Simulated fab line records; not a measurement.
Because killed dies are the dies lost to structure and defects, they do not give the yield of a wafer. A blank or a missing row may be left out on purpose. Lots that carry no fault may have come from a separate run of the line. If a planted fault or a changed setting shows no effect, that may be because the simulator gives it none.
Which of the tools did it? ; flow berkeleyCmos170 ; 7 lots with 21 wafers sampled at 3 steps, on a route of 331 steps

## WHAT THE GAUGES READ, wafer by wafer
UCB170_PLDD_OVL_MEAS_07.
lot;measured;on;PLDD_OVL (nm)
L499;day 8 05:38;overlay-01;2 -3 0
L503;day 8 05:52;overlay-01;1 1 5
L506;day 8 16:47;overlay-01;5 4 12
L509;day 8 23:32;overlay-02;-6 -8 -7
L511;day 9 11:50;overlay-02;7 -1 4
L513;day 10 11:09;overlay-01;6 4 7
L515;day 10 23:25;overlay-01;4 1 -3

## TOOL THAT RAN EACH LOT (tool first, then ch and the chambers of the sampled wafers, then the start)
lot;UCB170_FIELD_WET_ETCH_06;UCB170_GATE_ETCH_14
L499;wetBench-03 ch 2, day 6 16:35;rieDiel-02 ch 0,1, day 8 02:46
L503;wetBench-03 ch 2, day 6 16:35;rieDiel-04 ch 0,1,3, day 8 03:07
L506;wetBench-04 ch 3, day 6 22:25;rieDiel-02 ch 0,1,3, day 8 13:25
L509;wetBench-01 ch 1, day 7 11:24;rieDiel-02 ch 0,1,3, day 8 21:46
L511;wetBench-01 ch 2, day 7 19:50;rieDiel-02 ch 0,3, day 9 08:19
L513;wetBench-01 ch 0, day 8 19:56;rieDiel-04 ch 0,3, day 10 09:15
L515;wetBench-01 ch 3, day 9 03:31;rieDiel-03 ch 1,2, day 10 20:55
- UCB170_FIELD_WET_ETCH_06: etches SiO2 in BOE, time 22 s.
- UCB170_GATE_ETCH_14: etches BARC in N2/H2.

## THE ANSWER, worked out from the rows above alone
Rule: usual is defined by the lots themselves. The widest of any qualifying gaps counts: lots, ordered by their means at a reading, are off when they make up no more than a third of the lots, leave a main group of 4 or more, and stand apart from it by 3 or more times the standard deviation of that group's means. A main group whose means are all the same, to the digits that the tables above print for the reading, isn't used. A lot without any number at a reading at which 4 lots or more have one is off too. Any other lot the step has rows for is counted as sound.
Nothing can be told from this: no lot is off at any reading shown.

## WHAT THE SIMULATOR PUT IN
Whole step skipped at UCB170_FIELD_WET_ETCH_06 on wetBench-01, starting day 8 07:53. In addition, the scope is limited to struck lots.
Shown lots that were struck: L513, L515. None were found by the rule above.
